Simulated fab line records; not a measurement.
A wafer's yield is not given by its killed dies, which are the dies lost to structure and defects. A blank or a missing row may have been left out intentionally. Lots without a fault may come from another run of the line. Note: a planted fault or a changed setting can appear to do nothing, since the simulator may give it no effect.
A lot that was struck, set against a sound lot | flow rit cmos | 17 out of 202 route steps
Sound: wafers L127.2, L127.3, L127.6. Wafers L146.2, L146.3, L146.6 were the ones struck. The cause is given at the end.
For every step that has rows: the tool of each side, followed by ch and its chambers, followed by its first start. Under that, the readings that differ: sound wafers | struck wafers | difference of the means | sigmas: that difference in standard deviations of wafers without a fault.
alike: same words and numbers on both sides, and readings whose means sit less than 2 such deviations apart. not compared: any withheld reading, any reading some wafer has no value for, any bound like >300 that may hide the same value, and any number with overlapping values for which the record gives no deviation.
A row with sigmas, a row that says differs or no value, or rows on one side alone: a step with any of these is where the two part. When numbers do not overlap yet have no deviation, they are printed without sigmas and do not part them. A reading missing from all wafers of one side parts the sides only when that side holds two or more wafers.

first, 2 steps without rows for these wafers: RIT_NRETRO_HARDBAKE_07 (time 120 s); RIT_NRETRO_IMPLANT_08.
RIT_NRETRO_STRIP_09: strips in O2, time 180 s.
  sound on plasma asher-03 ch 1, day 2 08:56; struck on plasma asher-04 ch 0,1, day 6 06:05
  reading             | sound          | struck         | difference | sigmas
  o2 flow sccm (sccm) | 3983 3995 3994 | 4012 4023 4013 | +25        | +2
  alike: drypump motor current A
  not compared: rf hours counter h
RIT_NRETRO_TW_MEAS_10:
  struck on film metro-01, day 6 06:16; sound on film metro-01, day 2 09:07
  alike: NRETRO_TW
then, 6 steps without rows for these wafers: RIT_PRETRO_HMDS_00 (prime time 60 s); RIT_PRETRO_COAT_01 (resist thk 1300 nm); RIT_PRETRO_SOFTBAKE_02 (time 60 s); RIT_PRETRO_EXPOSE_03 (exposes mask M5, target cd 43700 nm); RIT_PRETRO_PEB_04; RIT_PRETRO_DEVELOP_05 (develop time 68 s).
RIT_PRETRO_OVL_MEAS_06:
  struck on overlay-01, day 6 07:20; sound on overlay-01, day 2 10:11
  alike: PRETRO_OVL
then, 1 step without rows for these wafers: RIT_PRETRO_HARDBAKE_07 (time 120 s).
RIT_PRETRO_IMPLANT_08:
  sound on implanter-04 ch 0, day 2 10:29; struck on implanter-04 ch 0, day 6 07:38
  reading                   | sound                | struck               | difference | sigmas
  beam energy keV           | 45.020 45.015 45.002 | 60.758 60.736 60.749 | +15.735    | +99 or more
  model.implant.rp nm (nm)  | 148.3 148.3 148.3    | 188.7 188.7 188.7    | +40.4      |
  model.implant.drp nm (nm) | 55.07 55.07 55.07    | 65.12 65.12 65.12    | +10.05     |
RIT_PRETRO_STRIP_09: strips in O2, time 180 s.
  sound on plasma asher-02 ch 0,1, day 2 10:37; struck on plasma asher-02 ch 0,1, day 6 07:46
  alike: drypump motor current A, o2 flow sccm
  not compared: rf hours counter h
RIT_PRETRO_TW_MEAS_10:
  struck on film metro-04, day 6 07:56; sound on film metro-04, day 2 10:47
  reading   | sound             | struck            | difference | sigmas
  PRETRO_TW | 478.5 481.8 477.6 | 506.0 503.2 506.0 | +25.8      | +10
then, 1 step without rows for these wafers: RIT_GATE_WET_ETCH_00 (etches SiO2 in BOE, target depth 56 nm, time 60 s).
RIT_M1_PROBE_99:
  struck on prober-01, day 7 10:37; sound on prober-02, day 3 20:16
  reading                                    | sound                | struck               | difference | sigmas
  killed on rim                              | 5 4 3                | 1 0 2                | -3         | -2
  model.etest.nmos_0p3.r on ohm um           | 2152 2102 2177       | 1934 1946 1924       | -209       |
  model.etest.nmos_0p15.r on ohm um          | 1141 1097 1142       | 1074 1081 1075       | -50        |
  model.etest.nmos turned.drive ua um        | 333.8 322.3 328.6    | 397.6 384.4 390.4    | +62.6      |
  model.etest.nmos_0p15.drive ua um          | 487.7 475.6 475.8    | 526.6 516 513.6      | +39.0      |
  model.etest.nmos narrow.drive ua um        | 231.9 220.5 222.4    | 278.5 269.5 268.6    | +47.3      |
  model.etest.nmos_0p3.drive ua um           | 233 227.6 228.9      | 278.1 270.9 270.3    | +43.3      |
  model.etest.retro edge nmos.off log10 a um | -9.592 -9.805 -9.706 | -9.137 -9.12 -9.384  | +0.487     |
  model.etest.nmos_0p15.off log10 a um       | -9.624 -9.955 -9.805 | -9.307 -9.213 -9.589 | +0.425     |
  alike: killed_at_M0_to_M3, killed at front end, killed dies, killed open, killed short

## WHERE THEY PART
At RIT_NRETRO_STRIP_09 first; at RIT_M1_PROBE_99 last (within this record only).

WHY: the cause the simulator had injected
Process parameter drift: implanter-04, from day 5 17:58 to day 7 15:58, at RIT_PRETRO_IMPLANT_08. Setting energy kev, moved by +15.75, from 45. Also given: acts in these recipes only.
